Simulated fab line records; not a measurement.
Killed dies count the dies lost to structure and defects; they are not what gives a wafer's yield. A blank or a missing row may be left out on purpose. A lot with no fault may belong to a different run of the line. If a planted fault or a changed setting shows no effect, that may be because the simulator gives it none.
fab line records + flow rit_cmos
[record]
- lots = 15
- wafers = 45
- last_day = 7
route steps=202 shown NRETRO@63 PRETRO@70 NSD@158 CONTACT@172 M1@202
lots that met no fault: taken from a fault-free run of the same line
start_h: hours from the record's opening day to when the first of the lot's shown wafers began + wait_h: time in hours since the lot's previous step + " the same as in the row above + L1.1+2: one row covering several wafers at once + - either no value or no given start + * or withheld: withheld + < > ~ a bound
route shown NAME@n: names a module that has steps shown in the file, with the first one's number in the route + usual: average and standard deviation across the fault-free wafers + same: alike in all rows + chamber/n: place in a boat + sites: readings site by site + _std_site: the values' standard deviation + _edge_site: outer sites' mean less inner sites' + radius_mm: for every site, how far away it sits from the centre of the wafer + mask NAME#n: copy n + behind: the tool/chamber that last shaped the wafer + hold: reason for holding the lot/hours on hold/outcome of the hold + device: names the non-switching transistor (n, p or np) + end of line: tests run on the same wafers once the route is complete + a step with no rows: only its recipe + killed: dies that structure and defects cost at the first sort, which is not the same as the wafer's yield + map: a wafer's dies, marking killed ones x, the rest . and places with no die _
set.NAME: the setting as run; set.NAME@STEP: as run at that earlier step + model.NAME: the simulator's own value behind a step, which no gauge read
the route's steps for a sample of lots (tables are steps, rows are wafers)
[[steps]]
[step RIT_NRETRO_TW_MEAS_10]
[usual]
- NRETRO_TW = 1048/8.8
| lot.wafer | tool          | chamber | start_h | wait_h | NRETRO_TW |
|-----------|---------------|---------|---------|--------|-----------|
| L757.1    | film_metro-01 | -       | 30.76   | 0.1    | 1038      |
| L757.5    | "             | -       | "       | "      | 1042      |
| L757.6    | "             | -       | "       | "      | 1039      |
| L758.2    | film_metro-01 | -       | 36.94   | 0.1    | 1049      |
| L758.3    | "             | -       | "       | "      | 1047      |
| L758.4    | "             | -       | "       | "      | 1041      |
| L759.3    | film_metro-02 | -       | 43.00   | 0.1    | 1064      |
| L759.4    | "             | -       | "       | "      | 1058      |
| L759.6    | "             | -       | "       | "      | 1058      |
| L760.2    | film_metro-01 | -       | 47.16   | 0.1    | 1040      |
| L760.3    | "             | -       | "       | "      | 1047      |
| L760.4    | "             | -       | "       | "      | 1049      |
| L761.1    | film_metro-01 | -       | 51.27   | 0.1    | 1041      |
| L761.2    | "             | -       | "       | "      | 1040      |
| L761.4    | "             | -       | "       | "      | 1033      |
| L762.1    | film_metro-02 | -       | 55.35   | 0.1    | 1050      |
| L762.3    | "             | -       | "       | "      | 1048      |
| L762.5    | "             | -       | "       | "      | 1049      |
| L769.1    | film_metro-03 | -       | 89.95   | 0.1    | 1056      |
| L769.2    | "             | -       | "       | "      | 1054      |
| L769.3    | "             | -       | "       | "      | 1046      |
| L771.2    | film_metro-02 | -       | 100.49  | 0.1    | 1052      |
| L771.3    | "             | -       | "       | "      | 1054      |
| L771.4    | "             | -       | "       | "      | 1056      |
| L772.1    | film_metro-01 | -       | 104.39  | 0.1    | 1036      |
| L772.3    | "             | -       | "       | "      | 1038      |
| L772.4    | "             | -       | "       | "      | 1046      |
| L774.2    | film_metro-03 | -       | 114.66  | 0.1    | 1049      |
| L774.4    | "             | -       | "       | "      | 1048      |
| L774.5    | "             | -       | "       | "      | 1047      |
| L775.1    | film_metro-02 | -       | 119.62  | 0.1    | 1057      |
| L775.3    | "             | -       | "       | "      | 1051      |
| L775.6    | "             | -       | "       | "      | 1053      |
| L776.1    | film_metro-03 | -       | 126.21  | 0.1    | 1060      |
| L776.5    | "             | -       | "       | "      | 1059      |
| L776.6    | "             | -       | "       | "      | 1057      |
| L778.1    | film_metro-01 | -       | 135.97  | 0.1    | 1050      |
| L778.2    | "             | -       | "       | "      | 1043      |
| L778.3    | "             | -       | "       | "      | 1042      |
| L779.1    | film_metro-01 | -       | 140.57  | 0.1    | 1045      |
| L779.2    | "             | -       | "       | "      | 1043      |
| L779.4    | "             | -       | "       | "      | 1045      |
| L780.1    | film_metro-01 | -       | 144.73  | 0.1    | 1037      |
| L780.4    | "             | -       | "       | "      | 1033      |
| L780.5    | "             | -       | "       | "      | 1041      |
[step RIT_PRETRO_OVL_MEAS_06]
[usual]
- PRETRO_OVL = -0.5/1.7
| lot.wafer | tool       | chamber | start_h | wait_h | PRETRO_OVL[nm] |
|-----------|------------|---------|---------|--------|----------------|
| L757.1    | overlay-02 | -       | 31.70   | -      | -0.8           |
| L757.5    | "          | -       | "       | "      | -0.1           |
| L757.6    | "          | -       | "       | "      | -2.7           |
| L758.2    | overlay-02 | -       | 38.00   | -      | -0.9           |
| L758.3    | "          | -       | "       | "      | -1.5           |
| L758.4    | "          | -       | "       | "      | -0.6           |
| L759.3    | overlay-02 | -       | 44.40   | -      | -3.1           |
| L759.4    | "          | -       | "       | "      | -3.1           |
| L759.6    | "          | -       | "       | "      | -4.5           |
| L760.2    | overlay-01 | -       | 48.19   | -      | -3.1           |
| L760.3    | "          | -       | "       | "      | -0.3           |
| L760.4    | "          | -       | "       | "      | 0.0            |
| L761.1    | overlay-01 | -       | 52.21   | -      | -1.0           |
| L761.2    | "          | -       | "       | "      | -0.4           |
| L761.4    | "          | -       | "       | "      | -0.7           |
| L762.1    | overlay-02 | -       | 56.41   | -      | -0.6           |
| L762.3    | "          | -       | "       | "      | -3.0           |
| L762.5    | "          | -       | "       | "      | 0.1            |
| L769.1    | overlay-01 | -       | 91.02   | -      | -0.4           |
| L769.2    | "          | -       | "       | "      | 0.7            |
| L769.3    | "          | -       | "       | "      | 1.7            |
| L771.2    | overlay-01 | -       | 101.43  | -      | -1.8           |
| L771.3    | "          | -       | "       | "      | -1.5           |
| L771.4    | "          | -       | "       | "      | -1.7           |
| L772.1    | overlay-01 | -       | 105.57  | -      | 0.3            |
| L772.3    | "          | -       | "       | "      | -0.2           |
| L772.4    | "          | -       | "       | "      | 0.8            |
| L774.2    | overlay-02 | -       | 115.60  | -      | -1.5           |
| L774.4    | "          | -       | "       | "      | 0.5            |
| L774.5    | "          | -       | "       | "      | 1.0            |
| L775.1    | overlay-01 | -       | 120.56  | -      | -1.0           |
| L775.3    | "          | -       | "       | "      | -1.0           |
| L775.6    | "          | -       | "       | "      | 1.0            |
| L776.1    | overlay-01 | -       | 127.28  | -      | 2.7            |
| L776.5    | "          | -       | "       | "      | 1.9            |
| L776.6    | "          | -       | "       | "      | 3.0            |
| L778.1    | overlay-02 | -       | 137.04  | -      | -2.1           |
| L778.2    | "          | -       | "       | "      | -0.1           |
| L778.3    | "          | -       | "       | "      | 0.6            |
| L779.1    | overlay-01 | -       | 141.63  | -      | -1.0           |
| L779.2    | "          | -       | "       | "      | 0.2            |
| L779.4    | "          | -       | "       | "      | -2.8           |
| L780.1    | overlay-02 | -       | 145.67  | -      | -1.2           |
| L780.4    | "          | -       | "       | "      | -1.3           |
| L780.5    | "          | -       | "       | "      | -2.0           |
[step RIT_SDANNEAL_RS_MEAS_05]
[recipe]
- thk_meas_gauge = four-point-probe
[usual]
- NSD_RS = 84.47/0.3
| lot.wafer | tool          | chamber | start_h | wait_h | NSD_RS[ohm/sq] |
|-----------|---------------|---------|---------|--------|----------------|
| L757.1    | film_metro-03 | -       | 50.50   | 0.1    | 84.30          |
| L757.5    | "             | -       | "       | "      | 84.50          |
| L757.6    | "             | -       | "       | "      | 84.42          |
| L758.2    | film_metro-01 | -       | 59.55   | 0.1    | 84.37          |
| L758.3    | "             | -       | "       | "      | 84.06          |
| L758.4    | "             | -       | "       | "      | 84.40          |
| L759.3    | film_metro-03 | -       | 64.24   | 0.1    | 84.39          |
| L759.4    | "             | -       | "       | "      | 84.83          |
| L759.6    | "             | -       | "       | "      | 84.47          |
| L760.2    | film_metro-02 | -       | 67.77   | 0.1    | 84.64          |
| L760.3    | "             | -       | "       | "      | 84.57          |
| L760.4    | "             | -       | "       | "      | 84.36          |
| L761.1    | film_metro-02 | -       | 71.62   | 0.1    | 84.94          |
| L761.2    | "             | -       | "       | "      | 84.81          |
| L761.4    | "             | -       | "       | "      | 84.60          |
| L762.1    | film_metro-01 | -       | 79.47   | 0.1    | 84.59          |
| L762.3    | "             | -       | "       | "      | 84.39          |
| L762.5    | "             | -       | "       | "      | 84.52          |
| L769.1    | film_metro-02 | -       | 110.44  | 0.1    | 84.92          |
| L769.2    | "             | -       | "       | "      | 84.74          |
| L769.3    | "             | -       | "       | "      | 84.50          |
| L771.2    | film_metro-01 | -       | 120.79  | 0.1    | 83.97          |
| L771.3    | "             | -       | "       | "      | 83.81          |
| L771.4    | "             | -       | "       | "      | 84.06          |
| L772.1    | film_metro-01 | -       | 126.16  | 0.1    | 84.77          |
| L772.3    | "             | -       | "       | "      | 84.70          |
| L772.4    | "             | -       | "       | "      | 84.63          |
| L774.2    | film_metro-03 | -       | 135.02  | 0.1    | 84.69          |
| L774.4    | "             | -       | "       | "      | 84.34          |
| L774.5    | "             | -       | "       | "      | 84.62          |
| L775.1    | film_metro-02 | -       | 139.16  | 0.1    | 84.53          |
| L775.3    | "             | -       | "       | "      | 84.36          |
| L775.6    | "             | -       | "       | "      | 84.69          |
| L776.1    | film_metro-01 | -       | 146.18  | 0.1    | 84.32          |
| L776.5    | "             | -       | "       | "      | 84.57          |
| L776.6    | "             | -       | "       | "      | 84.82          |
| L778.1    | film_metro-03 | -       | 155.44  | 0.1    | 84.04          |
| L778.2    | "             | -       | "       | "      | 84.00          |
| L778.3    | "             | -       | "       | "      | 84.06          |
| L779.1    | film_metro-01 | -       | 160.07  | 0.1    | 84.59          |
| L779.2    | "             | -       | "       | "      | 84.89          |
| L779.4    | "             | -       | "       | "      | 84.72          |
| L780.1    | film_metro-03 | -       | 165.62  | 0.1    | 84.93          |
| L780.4    | "             | -       | "       | "      | 85.02          |
| L780.5    | "             | -       | "       | "      | 84.67          |
[step RIT_CONTACT_SOFTBAKE_04]
[recipe]
- resist = NOVOLAK
- temp_c = 90
- time_s = 60
[usual]
- chill_plate_temp_C = 23.01/0.1
- exhaust_pa = 45.2/0.88
- heater_power_total_W = 34.56/0.045
- plate_temp_C = 90.02/0.13
| lot.wafer | tool           | chamber | start_h | wait_h | chill_plate_temp_C | exhaust_pa | heater_power_total_W | plate_temp_C |
|-----------|----------------|---------|---------|--------|--------------------|------------|----------------------|--------------|
| L757.1    | litho_track-01 | 0       | 51.79   | 0.1    | 22.94              | 44.4       | 34.58                | 90.10        |
| L757.5    | "              | 0       | "       | "      | 23.00              | 45.4       | 34.63                | 90.04        |
| L757.6    | "              | 0       | "       | "      | 22.93              | 44.4       | 34.58                | 89.93        |
| L758.2    | litho_track-04 | 0       | 60.88   | 0.1    | 23.06              | 45.0       | 34.63                | 89.95        |
| L758.3    | "              | 0       | "       | "      | 23.08              | 44.4       | 34.62                | 89.84        |
| L758.4    | "              | 0       | "       | "      | 22.94              | 45.7       | 34.57                | 90.16        |
| L759.3    | litho_track-04 | 0       | 65.56   | 0.1    | 23.02              | 46.4       | 34.47                | 90.00        |
| L759.4    | "              | 0       | "       | "      | 22.85              | 46.9       | 34.66                | 90.16        |
| L759.6    | "              | 0       | "       | "      | 22.98              | 45.3       | 34.61                | 89.99        |
| L760.2    | litho_track-04 | 0       | 69.13   | 0.1    | 23.12              | 45.1       | 35.29                | 91.57        |
| L760.3    | "              | 0       | "       | "      | 22.96              | 45.7       | 35.32                | 91.46        |
| L760.4    | "              | 0       | "       | "      | 22.96              | 44.4       | 35.38                | 91.54        |
| L761.1    | litho_track-04 | 0       | 72.98   | 0.1    | 23.20              | 45.1       | 35.34                | 91.32        |
| L761.2    | "              | 0       | "       | "      | 23.29              | 44.6       | 35.36                | 91.72        |
| L761.4    | "              | 0       | "       | "      | 23.08              | 46.1       | 35.31                | 91.39        |
| L762.1    | litho_track-04 | 0       | 80.78   | 0.1    | 22.98              | 43.8       | 35.31                | 91.26        |
| L762.3    | "              | 0       | "       | "      | 23.01              | 44.6       | 35.32                | 91.42        |
| L762.5    | "              | 0       | "       | "      | 22.96              | 44.4       | 35.32                | 91.38        |
| L769.1    | litho_track-02 | 0       | 111.88  | 0.1    | 22.99              | 44.8       | 34.57                | 90.09        |
| L769.2    | "              | 0       | "       | "      | 23.08              | 45.5       | 34.58                | 90.21        |
| L769.3    | "              | 0       | "       | "      | 23.13              | 44.3       | 34.59                | 89.97        |
| L771.2    | litho_track-01 | 0       | 122.17  | 0.1    | 22.93              | 46.0       | 34.54                | 89.80        |
| L771.3    | "              | 0       | "       | "      | 23.13              | 45.6       | 34.61                | 90.09        |
| L771.4    | "              | 0       | "       | "      | 23.01              | 45.3       | 34.61                | 89.73        |
| L772.1    | litho_track-01 | 0       | 127.52  | 0.1    | 22.96              | 44.7       | 34.58                | 90.20        |
| L772.3    | "              | 0       | "       | "      | 22.99              | 46.4       | 34.57                | 90.53        |
| L772.4    | "              | 0       | "       | "      | 23.07              | 44.3       | 34.56                | 89.99        |
| L774.2    | litho_track-02 | 0       | 136.38  | 0.1    | 23.09              | 44.6       | 34.60                | 89.88        |
| L774.4    | "              | 0       | "       | "      | 22.96              | 44.1       | 34.57                | 90.04        |
| L774.5    | "              | 0       | "       | "      | 22.95              | 44.8       | 34.54                | 90.05        |
| L775.1    | litho_track-01 | 0       | 140.52  | 0.1    | 23.14              | 44.8       | 34.56                | 90.17        |
| L775.3    | "              | 0       | "       | "      | 23.06              | 44.3       | 34.57                | 90.05        |
| L775.6    | "              | 0       | "       | "      | 23.04              | 45.0       | 34.57                | 90.34        |
| L776.1    | litho_track-01 | 0       | 147.47  | 0.1    | 23.02              | 46.0       | 34.54                | 90.24        |
| L776.5    | "              | 0       | "       | "      | 23.07              | 45.8       | 34.54                | 90.09        |
| L776.6    | "              | 0       | "       | "      | 23.12              | 46.7       | 34.51                | 90.15        |
| L778.1    | litho_track-02 | 0       | 156.74  | 0.1    | 22.99              | 46.2       | 34.59                | 90.09        |
| L778.2    | "              | 0       | "       | "      | 22.98              | 46.6       | 34.46                | 90.01        |
| L778.3    | "              | 0       | "       | "      | 22.85              | 46.9       | 34.51                | 89.89        |
| L779.1    | litho_track-02 | 0       | 161.36  | 0.1    | 22.92              | 44.7       | 34.58                | 89.97        |
| L779.2    | "              | 0       | "       | "      | 23.08              | 45.6       | 34.56                | 90.02        |
| L779.4    | "              | 0       | "       | "      | 22.91              | 45.7       | 34.60                | 89.96        |
| L780.1    | litho_track-04 | 0       | 166.90  | 0.1    | 22.83              | 46.5       | 34.51                | 90.12        |
| L780.4    | "              | 0       | "       | "      | 23.15              | 44.4       | 34.53                | 89.96        |
| L780.5    | "              | 0       | "       | "      | 23.13              | 45.8       | 34.54                | 90.09        |
[step RIT_M1_PROBE_99]
[usual]
- killed_at_contacts = 0.1/0.25
- killed_at_front_end = 6.3/2.9
- killed_dies = 6.4/2.9
- killed_open = 3.3/2.1
- killed_short = 3.1/1.7
[same]
- gross_dies = 264
- killed_at_M0_to_M3 = 0
- killed_at_M4_up = 0
- killed_at_back_side = 0
- killed_at_other = 0
| lot.wafer | tool      | chamber | start_h | wait_h | killed_at_contacts | killed_at_front_end | killed_dies | killed_open | killed_short |
|-----------|-----------|---------|---------|--------|--------------------|---------------------|-------------|-------------|--------------|
| L757.1    | prober-01 | -       | 58.03   | 0.1    | 0                  | 5                   | 5           | 2           | 3            |
| L757.5    | prober-01 | -       | 58.23   | 0.2    | 0                  | 8                   | 8           | 4           | 4            |
| L757.6    | prober-01 | -       | 58.28   | 0.2    | 0                  | 7                   | 7           | 4           | 3            |
| L758.2    | prober-02 | -       | 67.03   | 0.1    | 0                  | 1                   | 1           | 0           | 1            |
| L758.3    | prober-02 | -       | 67.08   | 0.2    | 0                  | 5                   | 5           | 3           | 2            |
| L758.4    | prober-02 | -       | 67.13   | 0.2    | 0                  | 10                  | 10          | 3           | 7            |
| L759.3    | prober-01 | -       | 71.78   | 0.2    | 0                  | 8                   | 8           | 4           | 4            |
| L759.4    | prober-01 | -       | 71.83   | 0.2    | 0                  | 7                   | 7           | 3           | 3            |
| L759.6    | prober-01 | -       | 71.93   | 0.2    | 0                  | 2                   | 2           | 1           | 1            |
| L760.2    | prober-02 | -       | 75.28   | 0.1    | 0                  | 8                   | 8           | 6           | 2            |
| L760.3    | prober-02 | -       | 75.33   | 0.2    | 0                  | 10                  | 10          | 4           | 6            |
| L760.4    | prober-02 | -       | 75.38   | 0.2    | 0                  | 6                   | 6           | 2           | 2            |
| L761.1    | prober-01 | -       | 79.02   | 0.1    | 1                  | 5                   | 6           | 3           | 3            |
| L761.2    | prober-01 | -       | 79.07   | 0.1    | 0                  | 6                   | 6           | 3           | 3            |
| L761.4    | prober-01 | -       | 79.17   | 0.2    | 1                  | 2                   | 3           | 2           | 1            |
| L762.1    | prober-02 | -       | 86.82   | 0.1    | 0                  | 3                   | 3           | 0           | 3            |
| L762.3    | prober-02 | -       | 86.92   | 0.2    | 0                  | 5                   | 5           | 3           | 2            |
| L762.5    | prober-02 | -       | 87.02   | 0.2    | 0                  | 2                   | 2           | 0           | 2            |
| L769.1    | prober-02 | -       | 117.72  | 0.1    | 0                  | 6                   | 6           | 4           | 2            |
| L769.2    | prober-02 | -       | 117.77  | 0.1    | 1                  | 6                   | 7           | 4           | 3            |
| L769.3    | prober-02 | -       | 117.82  | 0.2    | 0                  | 9                   | 9           | 5           | 4            |
| L771.2    | prober-02 | -       | 128.16  | 0.1    | 0                  | 10                  | 10          | 4           | 6            |
| L771.3    | prober-02 | -       | 128.21  | 0.2    | 0                  | 6                   | 6           | 2           | 4            |
| L771.4    | prober-02 | -       | 128.26  | 0.2    | 0                  | 5                   | 5           | 3           | 2            |
| L772.1    | prober-01 | -       | 133.75  | 0.1    | 1                  | 8                   | 9           | 3           | 6            |
| L772.3    | prober-01 | -       | 133.85  | 0.2    | 0                  | 8                   | 8           | 2           | 6            |
| L772.4    | prober-01 | -       | 133.90  | 0.2    | 0                  | 9                   | 9           | 4           | 5            |
| L774.2    | prober-01 | -       | 143.10  | 0.1    | 0                  | 5                   | 5           | 2           | 3            |
| L774.4    | prober-01 | -       | 143.20  | 0.2    | 0                  | 9                   | 9           | 5           | 4            |
| L774.5    | prober-01 | -       | 143.25  | 0.2    | 0                  | 3                   | 3           | 2           | 1            |
| L775.1    | prober-02 | -       | 146.47  | 0.1    | 0                  | 9                   | 9           | 3           | 6            |
| L775.3    | prober-02 | -       | 146.57  | 0.2    | 0                  | 7                   | 7           | 5           | 2            |
| L775.6    | prober-02 | -       | 146.72  | 0.2    | 0                  | 3                   | 3           | 2           | 1            |
| L776.1    | prober-01 | -       | 153.66  | 0.1    | 0                  | 11                  | 11          | 7           | 4            |
| L776.5    | prober-01 | -       | 153.86  | 0.2    | 0                  | 7                   | 7           | 4           | 3            |
| L776.6    | prober-01 | -       | 153.91  | 0.2    | 0                  | 4                   | 4           | 3           | 1            |
| L778.1    | prober-01 | -       | 163.67  | 0.1    | 0                  | 4                   | 4           | 1           | 3            |
| L778.2    | prober-01 | -       | 163.72  | 0.1    | 1                  | 2                   | 3           | 2           | 1            |
| L778.3    | prober-01 | -       | 163.77  | 0.2    | 0                  | 7                   | 7           | 3           | 4            |
| L779.1    | prober-02 | -       | 170.43  | 0.1    | 0                  | 6                   | 6           | 3           | 3            |
| L779.2    | prober-02 | -       | 170.48  | 0.1    | 1                  | 5                   | 6           | 3           | 3            |
| L779.4    | prober-02 | -       | 170.58  | 0.2    | 0                  | 8                   | 8           | 6           | 2            |
| L780.1    | prober-01 | -       | 175.20  | 0.1    | 0                  | 3                   | 3           | 0           | 3            |
| L780.4    | prober-01 | -       | 175.35  | 0.2    | 0                  | 7                   | 7           | 6           | 1            |
| L780.5    | prober-01 | -       | 175.40  | 0.2    | 0                  | 6                   | 6           | 2           | 3            |
// killed by level:class
L757.1 GATE:geometric_particle:short=2 FOX1:geometric_particle:short=1 GATE:geometric_particle:open=1 SPACER:geometric_particle:open=1
L757.5 REOX:geometric_particle:open=2 SILICIDE:geometric_particle:short=2 FOX1:geometric_particle:open=1 FOX2:geometric_particle:short=1 GATE:geometric_particle:open=1 SPACER:geometric_particle:short=1
L757.6 SILICIDE:geometric_particle:open=2 FOX1:geometric_particle:short=1 GATE:geometric_particle:open=1 REOX:geometric_particle:open=1 REOX:geometric_particle:short=1 SILICIDE:geometric_particle:short=1
L758.2 SPACER:geometric_particle:short=1
L758.3 SILICIDE:geometric_particle:short=2 FOX1:geometric_particle:open=1 GATE:geometric_particle:open=1 REOX:geometric_particle:open=1
L758.4 GATE:geometric_particle:short=5 REOX:geometric_particle:open=2 REOX:geometric_particle:short=2 FOX2:geometric_particle:open=1
L759.3 GATE:geometric_particle:open=2 FOX1:geometric_particle:open=1 FOX1:geometric_particle:short=1 FOX2:geometric_particle:short=1 SPACER:geometric_particle:short=1 SILICIDE:geometric_particle:open=1 SILICIDE:geometric_particle:short=1
L759.4 GATE:geometric_particle:open=2 FOX2:geometric_particle:short=1 FOX2:geometric_particle:open=1 GATE:geometric_particle:short=1 SPACER:geometric_particle:short=1 ACTIVE:coat_microbubble_printed=1
L759.6 GATE:geometric_particle:open=1 GATE:geometric_particle:short=1
L760.2 GATE:geometric_particle:open=3 REOX:geometric_particle:short=2 FOX1:geometric_particle:open=1 REOX:geometric_particle:open=1 SPACER:geometric_particle:open=1
L760.3 FOX1:geometric_particle:open=4 GATE:geometric_particle:short=3 FOX1:geometric_particle:short=1 REOX:geometric_particle:short=1 SILICIDE:geometric_particle:short=1
L760.4 ACTIVE:coat_microbubble_printed=2 FOX1:geometric_particle:open=1 FOX1:geometric_particle:short=1 GATE:geometric_particle:short=1 GATE:geometric_particle:open=1
L761.1 GATE:geometric_particle:short=1 REOX:geometric_particle:open=1 REOX:geometric_particle:short=1 SPACER:geometric_particle:open=1 SILICIDE:geometric_particle:open=1 CONTACT:geometric_particle:short=1
L761.2 FOX1:geometric_particle:open=2 SPACER:geometric_particle:short=2 SPACER:geometric_particle:open=1 SILICIDE:geometric_particle:short=1
L761.4 REOX:geometric_particle:open=1 SPACER:geometric_particle:short=1 CONTACT:geometric_particle:open=1
L762.1 GATE:geometric_particle:short=2 SPACER:geometric_particle:short=1
L762.3 REOX:geometric_particle:open=2 SILICIDE:geometric_particle:short=2 GATE:geometric_particle:open=1
L762.5 FOX1:geometric_particle:short=1 FOX2:geometric_particle:short=1
L769.1 ACTIVE:geometric_particle:open=1 FOX2:geometric_particle:open=1 FOX2:geometric_particle:short=1 GATE:geometric_particle:open=1 REOX:geometric_particle:open=1 SPACER:geometric_particle:short=1
L769.2 GATE:geometric_particle:open=2 SPACER:geometric_particle:open=2 FOX1:geometric_particle:short=1 GATE:geometric_particle:short=1 CONTACT:geometric_particle:short=1
L769.3 REOX:geometric_particle:open=4 REOX:geometric_particle:short=2 FOX2:geometric_particle:short=1 GATE:geometric_particle:open=1 SILICIDE:geometric_particle:short=1
L771.2 GATE:geometric_particle:open=4 GATE:geometric_particle:short=3 SILICIDE:geometric_particle:short=2 REOX:geometric_particle:short=1
L771.3 GATE:geometric_particle:open=2 FOX1:geometric_particle:short=1 GATE:geometric_particle:short=1 SPACER:geometric_particle:short=1 SILICIDE:geometric_particle:short=1
L771.4 GATE:geometric_particle:short=2 FOX1:geometric_particle:open=1 REOX:geometric_particle:open=1 SILICIDE:geometric_particle:open=1
L772.1 FOX1:geometric_particle:short=2 GATE:geometric_particle:short=2 REOX:geometric_particle:short=1 SPACER:geometric_particle:open=1 SILICIDE:geometric_particle:short=1 SILICIDE:geometric_particle:open=1 CONTACT:geometric_particle:open=1
L772.3 GATE:geometric_particle:short=2 FOX1:geometric_particle:short=1 FOX2:geometric_particle:short=1 GATE:geometric_particle:open=1 SPACER:geometric_particle:short=1 SPACER:geometric_particle:open=1 SILICIDE:geometric_particle:short=1
L772.4 GATE:geometric_particle:open=3 GATE:geometric_particle:short=2 FOX1:geometric_particle:short=1 FOX2:geometric_particle:short=1 SPACER:geometric_particle:open=1 SILICIDE:geometric_particle:short=1
L774.2 REOX:geometric_particle:open=2 GATE:geometric_particle:short=1 REOX:geometric_particle:short=1 SPACER:geometric_particle:short=1
L774.4 FOX2:geometric_particle:open=3 SILICIDE:geometric_particle:short=2 FOX1:geometric_particle:open=1 REOX:geometric_particle:open=1 REOX:geometric_particle:short=1 SPACER:geometric_particle:short=1
L774.5 FOX1:geometric_particle:short=1 GATE:geometric_particle:open=1 SPACER:geometric_particle:open=1
L775.1 GATE:geometric_particle:open=2 GATE:geometric_particle:short=2 FOX1:geometric_particle:short=1 REOX:geometric_particle:short=1 REOX:geometric_particle:open=1 SPACER:geometric_particle:short=1 SILICIDE:geometric_particle:short=1
L775.3 FOX2:geometric_particle:open=3 GATE:geometric_particle:open=1 GATE:geometric_particle:short=1 REOX:geometric_particle:short=1 SPACER:geometric_particle:open=1
L775.6 GATE:geometric_particle:open=2 REOX:geometric_particle:short=1
L776.1 GATE:geometric_particle:open=2 SPACER:geometric_particle:open=2 FOX1:geometric_particle:short=1 FOX1:geometric_particle:open=1 FOX2:geometric_particle:open=1 FOX2:geometric_particle:short=1 SPACER:geometric_particle:short=1 SILICIDE:geometric_particle:short=1
L776.5 FOX2:geometric_particle:open=2 FOX1:geometric_particle:short=1 FOX2:geometric_particle:short=1 GATE:geometric_particle:open=1 SPACER:geometric_particle:open=1 SILICIDE:geometric_particle:short=1
L776.6 SPACER:geometric_particle:open=2 GATE:geometric_particle:open=1 SPACER:geometric_particle:short=1
L778.1 FOX2:geometric_particle:short=1 GATE:geometric_particle:open=1 GATE:geometric_particle:short=1 SILICIDE:geometric_particle:short=1
L778.2 GATE:geometric_particle:open=2 CONTACT:geometric_particle:short=1
L778.3 GATE:geometric_particle:open=2 GATE:geometric_particle:short=2 SILICIDE:geometric_particle:short=2 FOX1:geometric_particle:open=1
L779.1 GATE:geometric_particle:short=2 GATE:geometric_particle:open=1 REOX:geometric_particle:open=1 SILICIDE:geometric_particle:short=1 SILICIDE:geometric_particle:open=1
L779.2 FOX1:geometric_particle:short=1 FOX1:geometric_particle:open=1 FOX2:geometric_particle:open=1 GATE:geometric_particle:short=1 SPACER:geometric_particle:open=1 CONTACT:geometric_particle:short=1
L779.4 REOX:geometric_particle:open=3 GATE:geometric_particle:short=2 SILICIDE:geometric_particle:open=2 SPACER:geometric_particle:open=1
L780.1 FOX2:geometric_particle:short=1 GATE:geometric_particle:short=1 REOX:geometric_particle:short=1
L780.4 GATE:geometric_particle:open=3 FOX1:geometric_particle:open=1 GATE:geometric_particle:short=1 REOX:geometric_particle:open=1 SPACER:geometric_particle:open=1
L780.5 REOX:geometric_particle:short=3 FOX1:geometric_particle:open=1 REOX:geometric_particle:open=1 NWELL:coat_microbubble_printed=1
[[key]]
[first_sign]
- step = RIT_CONTACT_SOFTBAKE_04
- reading = heater_power_total_W
- direction = up
- sigmas = 17
- usual = 34.56
- struck = 35.33
[effect]
- step = RIT_CONTACT_SOFTBAKE_04
- reading = plate_temp_C
- direction = up
- sigmas = 11
- usual = *
- struck = *
met_at RIT_CONTACT_SOFTBAKE_04
struck_lots L760,L761,L762
tester_left_out L760,L761,L762
not_acting_at RIT_NRETRO_TW_MEAS_10,RIT_PRETRO_OVL_MEAS_06,RIT_SDANNEAL_RS_MEAS_05
onset_between 65.56 69.13
[fault]
- kind = process_parameter_drift
- tool = litho_track-04
- chamber = -
- onset_h = 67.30
- steps = RIT_CONTACT_SOFTBAKE_04
- channel = temp_c
- offset = *
- shape = step
- end_h = 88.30
- acts_in = *
- stated = *
// tester_left_out: of these lots the tester's yield and bins aren't shown, on N5 and GAA mostly nor the transistor test; their killed dies are dies lost to structure and defects alone, not to doping, threshold or leakage, so they don't give the yield
